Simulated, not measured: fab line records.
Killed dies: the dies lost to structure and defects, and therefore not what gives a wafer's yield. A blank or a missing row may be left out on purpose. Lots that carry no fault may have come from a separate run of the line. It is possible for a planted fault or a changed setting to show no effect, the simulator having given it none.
Problem report in the 8D (eight disciplines) form, filled by code ; flow rit cmos ; the parts of the form that need people (team, actions taken, sign-off) are left out

## 1. THE ISSUE
Across 6 wafers from 2 lots, ACTIVE_OXIDE_THK at RIT_ACTIVE_THK_MEAS_02 averages 37.3 nm, while fault-free wafers read 47.1 nm with a standard deviation of 0.88. That is -11 standard deviations from the usual mean.
First seen on wafer L497.2, day 5 01:41, on film metro-03. The record has a number at this step for 42 wafers belonging to 14 lots. The rule behind "out" and "out of limits": a value lying over 4 standard deviations away from the usual mean. All remaining wafers that have a number are taken as sound.

## 2. WHAT THIS IS AND IS NOT
question;is;is not
which readings at this step;ACTIVE_OXIDE_THK;-
which lots;L497, L500;L480, L481, L482, L483, L484, L485, L486, L487, L488, L489, L491, L496
which wafers of those lots;all that have a number;-
read on which gauges;film metro-02, film metro-03;film metro-04
when;from day 5 01:41;up to then (36 sound wafers)

## 3. WHAT RULES OUT EACH SUSPECT
Counting: any tool at a process step up to the reading is kept as a suspect provided that every lot that is out went through it and no sound lot did after the first of them.
- ruled out: the gauge at RIT_ACTIVE_THK_MEAS_02. 2 gauges (film metro-02, film metro-03) read the wafers that are out.
- furnace-03 at RIT_ACTIVE_OXIDATION_01 (target thk 46.8 nm, ox time 3360 s): kept. It processed each lot that is out, first L497 at day 4 23:45, and no sound lot thereafter; up to then, the last sound lot it processed was L491 at day 3 17:07. On those wafers its own readings are out: spike tc centre C, spike tc load C, spike tc source C, tube center temp C, tube_center_temp_C_max.
Left after counting: furnace-03 at RIT_ACTIVE_OXIDATION_01.

## 4. THE CAUSE (what the simulator had put in)
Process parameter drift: furnace-03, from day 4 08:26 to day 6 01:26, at RIT_ACTIVE_OXIDATION_01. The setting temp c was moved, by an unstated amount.
Counting left only this tool.

## 5. SEQUENCE OF EFFECTS, ordered by route
Each row: a reading where the mean over the struck wafers with a number is more than 3 standard deviations away from the usual. Readings are gone through only where the record gives a usual standard deviation; hours: the median, over the lots, of the time from a lot's start at the first step in this table giving one to that lot's start at this step; sigmas: the change measured in usual standard deviations.
hours;step;reading;usual;on struck wafers;change;sigmas
0;RIT_ACTIVE_OXIDATION_01;spike tc centre C;1002.5 C;978.2;-24.3;-25
0;RIT_ACTIVE_OXIDATION_01;spike tc load C;1027.6 C;1001.9;-25.7;-17
0;RIT_ACTIVE_OXIDATION_01;spike tc source C;1027.2 C;1001.6;-25.6;-13
0;RIT_ACTIVE_OXIDATION_01;tube center temp C;1000 C;976;-24;-99 or more
0;RIT_ACTIVE_OXIDATION_01;tube_center_temp_C_max;1002.6;978.8;-23.8;-61
2;RIT_ACTIVE_THK_MEAS_02;ACTIVE_OXIDE_THK;47.1 nm;37.3;-9.8;-11
The process steps in it:
- RIT_ACTIVE_OXIDATION_01: target thk 46.8 nm, ox time 3360 s.
At these later measuring or inspecting steps, every struck wafer for which the step has a row has a number for every such reading, and none has moved that far: RIT_ACTIVE_CD_MEAS_90, RIT_FOX1_THK_MEAS_01, RIT_PSD_OVL_MEAS_06.

## 6. WHAT WOULD HAVE CAUGHT IT SOONER
Counted from the fault's start at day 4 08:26, it took 17 hours until the first out-of-limits reading at a measuring or inspecting step in this record, taken at day 5 01:41.
The tool's own readings at RIT_ACTIVE_OXIDATION_01 were out on every struck wafer that the step has a row for (spike tc centre C, spike tc load C, spike tc source C, tube center temp C, tube_center_temp_C_max): an alarm limit on them would have fired on the first of those.
L500, from the lots that are out (2), started RIT_ACTIVE_OXIDATION_01 on furnace-03 later than day 5 01:41. Had the tool been put on hold then, it would have been spared.
